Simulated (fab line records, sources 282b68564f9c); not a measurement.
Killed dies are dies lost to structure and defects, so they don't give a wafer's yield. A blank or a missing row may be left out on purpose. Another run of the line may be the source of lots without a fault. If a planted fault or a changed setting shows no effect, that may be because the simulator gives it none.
Which tool was responsible? / flow rit_cmos / 13 lots, 39 wafers sampled, at 5 steps of a route of 202

== WHAT THE GAUGES SHOWED, per wafer ==
RIT_ACTIVE_THK_MEAS_04. Usual: ACTIVE_NITRIDE_THK 151.2 nm, standard deviation 1.5.
lot=L582; measured=day 1 15:04; on=film_metro-04; ACTIVE_NITRIDE_THK (nm)=147.7 148.8 149.5; flag=
lot=L583; measured=day 1 18:32; on=film_metro-02; ACTIVE_NITRIDE_THK (nm)=147.9 148.5 149.0; flag=
lot=L584; measured=day 2 00:36; on=film_metro-04; ACTIVE_NITRIDE_THK (nm)=151.8 151.6 149.9; flag=
lot=L585; measured=day 2 04:49; on=film_metro-03; ACTIVE_NITRIDE_THK (nm)=149.0 150.3 149.5; flag=
lot=L586; measured=day 2 11:43; on=film_metro-04; ACTIVE_NITRIDE_THK (nm)=150.4 149.3 149.1; flag=
lot=L587; measured=day 2 16:02; on=film_metro-02; ACTIVE_NITRIDE_THK (nm)=151.2 150.4 151.4; flag=
lot=L589; measured=day 3 03:07; on=film_metro-04; ACTIVE_NITRIDE_THK (nm)=150.5 151.5 150.1; flag=
lot=L590; measured=day 3 08:12; on=film_metro-02; ACTIVE_NITRIDE_THK (nm)=150.1 149.3 149.2; flag=
lot=L591; measured=day 3 13:38; on=film_metro-02; ACTIVE_NITRIDE_THK (nm)=151.6 151.7 151.9; flag=
lot=L592; measured=day 3 16:39; on=film_metro-03; ACTIVE_NITRIDE_THK (nm)=152.9 152.4 153.5; flag=
lot=L593; measured=day 3 21:23; on=film_metro-03; ACTIVE_NITRIDE_THK (nm)=195.7 195.6 195.3; flag=OFF
lot=L595; measured=day 4 06:51; on=film_metro-04; ACTIVE_NITRIDE_THK (nm)=151.2 151.4 152.4; flag=
lot=L601; measured=day 5 13:46; on=film_metro-04; ACTIVE_NITRIDE_THK (nm)=152.3 153.0 152.1; flag=

RIT_NRETRO_OVL_MEAS_06. Usual: NRETRO_OVL 1.1 nm, standard deviation 1.3.
lot=L582; measured=day 2 07:37; on=overlay-02; NRETRO_OVL (nm)=1.5 3.6 2.1; flag=
lot=L583; measured=day 2 12:31; on=overlay-02; NRETRO_OVL (nm)=1.8 0.2 1.0; flag=
lot=L584; measured=day 2 17:43; on=overlay-01; NRETRO_OVL (nm)=0.2 -0.1 -0.1; flag=
lot=L585; measured=day 3 01:48; on=overlay-01; NRETRO_OVL (nm)=1.5 0.0 2.0; flag=
lot=L586; measured=day 3 07:50; on=overlay-02; NRETRO_OVL (nm)=0.2 3.5 1.2; flag=
lot=L587; measured=day 3 12:55; on=overlay-02; NRETRO_OVL (nm)=-0.8 1.2 -0.9; flag=
lot=L589; measured=day 4 00:44; on=overlay-02; NRETRO_OVL (nm)=1.3 0.6 1.8; flag=
lot=L590; measured=day 4 03:08; on=overlay-01; NRETRO_OVL (nm)=1.4 0.8 0.7; flag=
lot=L591; measured=day 4 07:46; on=overlay-02; NRETRO_OVL (nm)=-1.7 -0.5 -1.8; flag=
lot=L592; measured=day 4 11:39; on=overlay-02; NRETRO_OVL (nm)=0.4 0.1 -0.3; flag=
lot=L593; measured=day 4 16:17; on=overlay-01; NRETRO_OVL (nm)=2.3 4.0 0.6; flag=
lot=L595; measured=day 5 00:11; on=overlay-02; NRETRO_OVL (nm)=0.4 0.1 1.3; flag=
lot=L601; measured=day 6 07:08; on=overlay-02; NRETRO_OVL (nm)=1.8 1.6 2.6; flag=

== EACH LOT AND THE TOOL THAT RAN IT (in order: tool; ch and the chambers of the sampled wafers; start) ==
lot=L582; RIT_ACTIVE_CVD_03=lpcvd-02 ch 0, day 1 12:56; RIT_ACTIVE_ETCH_13=rie_diel-01 ch 1,2,3, day 1 16:14; RIT_PWELL_STRIP_09=plasma_asher-03 ch 0,1, day 1 23:59
lot=L583; RIT_ACTIVE_CVD_03=lpcvd-01 ch 0, day 1 17:07; RIT_ACTIVE_ETCH_13=rie_diel-01 ch 1,2, day 1 19:50; RIT_PWELL_STRIP_09=plasma_asher-03 ch 0,1, day 2 05:27
lot=L584; RIT_ACTIVE_CVD_03=lpcvd-02 ch 0, day 1 23:11; RIT_ACTIVE_ETCH_13=rie_diel-01 ch 1,2,3, day 2 01:55; RIT_PWELL_STRIP_09=plasma_asher-03 ch 1, day 2 09:38
lot=L585; RIT_ACTIVE_CVD_03=lpcvd-01 ch 0, day 2 03:22; RIT_ACTIVE_ETCH_13=rie_diel-04 ch 1,3, day 2 06:06; RIT_PWELL_STRIP_09=plasma_asher-02 ch 0,1, day 2 18:33
lot=L586; RIT_ACTIVE_CVD_03=lpcvd-02 ch 0, day 2 10:18; RIT_ACTIVE_ETCH_13=rie_diel-03 ch 0,1, day 2 13:04; RIT_PWELL_STRIP_09=plasma_asher-01 ch 0,1, day 2 21:51
lot=L587; RIT_ACTIVE_CVD_03=lpcvd-02 ch 0, day 2 14:37; RIT_ACTIVE_ETCH_13=rie_diel-03 ch 1,3, day 2 17:25; RIT_PWELL_STRIP_09=plasma_asher-03 ch 0,1, day 3 02:42
lot=L589; RIT_ACTIVE_CVD_03=lpcvd-01 ch 0, day 3 01:42; RIT_ACTIVE_ETCH_13=rie_diel-04 ch 0,1,3, day 3 04:34; RIT_PWELL_STRIP_09=plasma_asher-02 ch 0,1, day 3 17:16
lot=L590; RIT_ACTIVE_CVD_03=lpcvd-02 ch 0, day 3 06:46; RIT_ACTIVE_ETCH_13=rie_diel-04 ch 0,2,3, day 3 09:22; RIT_PWELL_STRIP_09=plasma_asher-01 ch 0,1, day 3 19:26
lot=L591; RIT_ACTIVE_CVD_03=lpcvd-01 ch 1, day 3 12:12; RIT_ACTIVE_ETCH_13=rie_diel-01 ch 1,2,3, day 3 14:52; RIT_PWELL_STRIP_09=plasma_asher-01 ch 0,1, day 3 23:13
lot=L592; RIT_ACTIVE_CVD_03=lpcvd-02 ch 0, day 3 15:13; RIT_ACTIVE_ETCH_13=rie_diel-04 ch 2,3, day 3 17:49; RIT_PWELL_STRIP_09=plasma_asher-02 ch 0,1, day 4 03:52
lot=L593; RIT_ACTIVE_CVD_03=lpcvd-02 ch 1, day 3 19:57; RIT_ACTIVE_ETCH_13=rie_diel-03 ch 1,2, day 3 22:40; RIT_PWELL_STRIP_09=plasma_asher-03 ch 0,1, day 4 08:52
lot=L595; RIT_ACTIVE_CVD_03=lpcvd-01 ch 0, day 4 05:22; RIT_ACTIVE_ETCH_13=rie_diel-04 ch 0,2,3, day 4 08:11; RIT_PWELL_STRIP_09=plasma_asher-02 ch 0,1, day 4 17:20
lot=L601; RIT_ACTIVE_CVD_03=lpcvd-01 ch 1, day 5 12:20; RIT_ACTIVE_ETCH_13=rie_diel-03 ch 1,2, day 5 15:04; RIT_PWELL_STRIP_09=plasma_asher-02 ch 0,1, day 5 23:07
- RIT_ACTIVE_CVD_03: deposits Si3N4 from SiH2Cl2/NH3, target thk 150 nm, time 1500 s.
- RIT_ACTIVE_ETCH_13: etches Si3N4 in SF6, stops on SiO2, time 210 s, target depth 210 nm.
- RIT_PWELL_STRIP_09: strips in O2, time 180 s.

== AS READ BY THE TOOLS THEMSELVES (means over the sampled wafers that have a number; for cases with no such wafer, the mark the record gives instead) ==
RIT_ACTIVE_CVD_03. Usual: zone_power_load_pct 20.5 %, standard deviation 2.5.
lot=L582; tool=lpcvd-02; zone_power_load_pct (%)=18.6; flag=
lot=L583; tool=lpcvd-01; zone_power_load_pct (%)=23.1; flag=
lot=L584; tool=lpcvd-02; zone_power_load_pct (%)=18.5; flag=
lot=L585; tool=lpcvd-01; zone_power_load_pct (%)=23.0; flag=
lot=L586; tool=lpcvd-02; zone_power_load_pct (%)=18.6; flag=
lot=L587; tool=lpcvd-02; zone_power_load_pct (%)=18.6; flag=
lot=L589; tool=lpcvd-01; zone_power_load_pct (%)=23.0; flag=
lot=L590; tool=lpcvd-02; zone_power_load_pct (%)=18.6; flag=
lot=L591; tool=lpcvd-01; zone_power_load_pct (%)=24.7; flag=
lot=L592; tool=lpcvd-02; zone_power_load_pct (%)=18.5; flag=
lot=L593; tool=lpcvd-02; zone_power_load_pct (%)=19.2; flag=
lot=L595; tool=lpcvd-01; zone_power_load_pct (%)=23.2; flag=
lot=L601; tool=lpcvd-01; zone_power_load_pct (%)=25.0; flag=

RIT_ACTIVE_ETCH_13. Usual: drypump_motor_current_A 5.8 A, standard deviation 0.51; oes_product_au 0.827 a.u., standard deviation 0.0094; throttle_valve_pct 7.54 %, standard deviation 0.091.
lot=L582; tool=rie_diel-01; drypump_motor_current_A (A)=5.7; oes_product_au (a.u.)=0.824; throttle_valve_pct (%)=7.54; flag=
lot=L583; tool=rie_diel-01; drypump_motor_current_A (A)=6.1; oes_product_au (a.u.)=0.823; throttle_valve_pct (%)=7.52; flag=
lot=L584; tool=rie_diel-01; drypump_motor_current_A (A)=5.7; oes_product_au (a.u.)=0.829; throttle_valve_pct (%)=7.55; flag=
lot=L585; tool=rie_diel-04; drypump_motor_current_A (A)=5.7; oes_product_au (a.u.)=0.817; throttle_valve_pct (%)=7.52; flag=
lot=L586; tool=rie_diel-03; drypump_motor_current_A (A)=5.4; oes_product_au (a.u.)=0.837; throttle_valve_pct (%)=7.53; flag=
lot=L587; tool=rie_diel-03; drypump_motor_current_A (A)=5.5; oes_product_au (a.u.)=0.833; throttle_valve_pct (%)=7.54; flag=
lot=L589; tool=rie_diel-04; drypump_motor_current_A (A)=6.0; oes_product_au (a.u.)=0.822; throttle_valve_pct (%)=7.55; flag=
lot=L590; tool=rie_diel-04; drypump_motor_current_A (A)=5.9; oes_product_au (a.u.)=0.824; throttle_valve_pct (%)=7.53; flag=
lot=L591; tool=rie_diel-01; drypump_motor_current_A (A)=5.7; oes_product_au (a.u.)=0.833; throttle_valve_pct (%)=7.54; flag=
lot=L592; tool=rie_diel-04; drypump_motor_current_A (A)=5.6; oes_product_au (a.u.)=0.829; throttle_valve_pct (%)=7.48; flag=
lot=L593; tool=rie_diel-03; drypump_motor_current_A (A)=6.0; oes_product_au (a.u.)=0.963; throttle_valve_pct (%)=7.56; flag=OFF
lot=L595; tool=rie_diel-04; drypump_motor_current_A (A)=5.9; oes_product_au (a.u.)=0.831; throttle_valve_pct (%)=7.55; flag=
lot=L601; tool=rie_diel-03; drypump_motor_current_A (A)=6.3; oes_product_au (a.u.)=0.829; throttle_valve_pct (%)=7.59; flag=

RIT_PWELL_STRIP_09. Usual: drypump_motor_current_A 5.76 A, standard deviation 0.08.
lot=L582; tool=plasma_asher-03; drypump_motor_current_A (A)=5.69; flag=
lot=L583; tool=plasma_asher-03; drypump_motor_current_A (A)=5.72; flag=
lot=L584; tool=plasma_asher-03; drypump_motor_current_A (A)=5.64; flag=
lot=L585; tool=plasma_asher-02; drypump_motor_current_A (A)=5.82; flag=
lot=L586; tool=plasma_asher-01; drypump_motor_current_A (A)=5.80; flag=
lot=L587; tool=plasma_asher-03; drypump_motor_current_A (A)=5.72; flag=
lot=L589; tool=plasma_asher-02; drypump_motor_current_A (A)=5.77; flag=
lot=L590; tool=plasma_asher-01; drypump_motor_current_A (A)=5.78; flag=
lot=L591; tool=plasma_asher-01; drypump_motor_current_A (A)=5.80; flag=
lot=L592; tool=plasma_asher-02; drypump_motor_current_A (A)=5.75; flag=
lot=L593; tool=plasma_asher-03; drypump_motor_current_A (A)=5.69; flag=
lot=L595; tool=plasma_asher-02; drypump_motor_current_A (A)=5.79; flag=
lot=L601; tool=plasma_asher-02; drypump_motor_current_A (A)=5.81; flag=

== THE ANSWER, worked out from the rows above alone ==
Rule: lot off if the mean of its wafers having a number is beyond 3 standard deviations from the usual mean. Also off: a lot with no number at a reading for which 4 or more lots have one. All remaining lots with rows at the step are treated as sound. Order of review: gauges by route order, followed by the tools' own readings, for which a lot's mean as printed above is used. The first step at which some lot is off is used, and at that step the reading that is off furthest; a lot without a number counts as furthest.
Off: at RIT_ACTIVE_THK_MEAS_04 (ACTIVE_NITRIDE_THK), L593.
A tool fits if, at a process step before that reading, it ran every lot that is off, and no sound lot after the first of them. Not tried: the gauges at RIT_ACTIVE_THK_MEAS_04; whatever is off there is also off at RIT_ACTIVE_ETCH_13, on other tools, and gauge error can't account for it. One fits: RIT_ACTIVE_CVD_03 on lpcvd-02. Its last sound lot is L592 (day 3 15:13), its first lot that is off L593 (day 3 19:57): a fault that began between those two fits.

== WHAT THE SIMULATOR HAD PUT IN ==
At RIT_ACTIVE_CVD_03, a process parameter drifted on lpcvd-02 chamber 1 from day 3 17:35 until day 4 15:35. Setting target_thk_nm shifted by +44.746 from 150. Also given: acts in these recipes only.
Lots struck among those shown: L593. The same result came from the rule above.
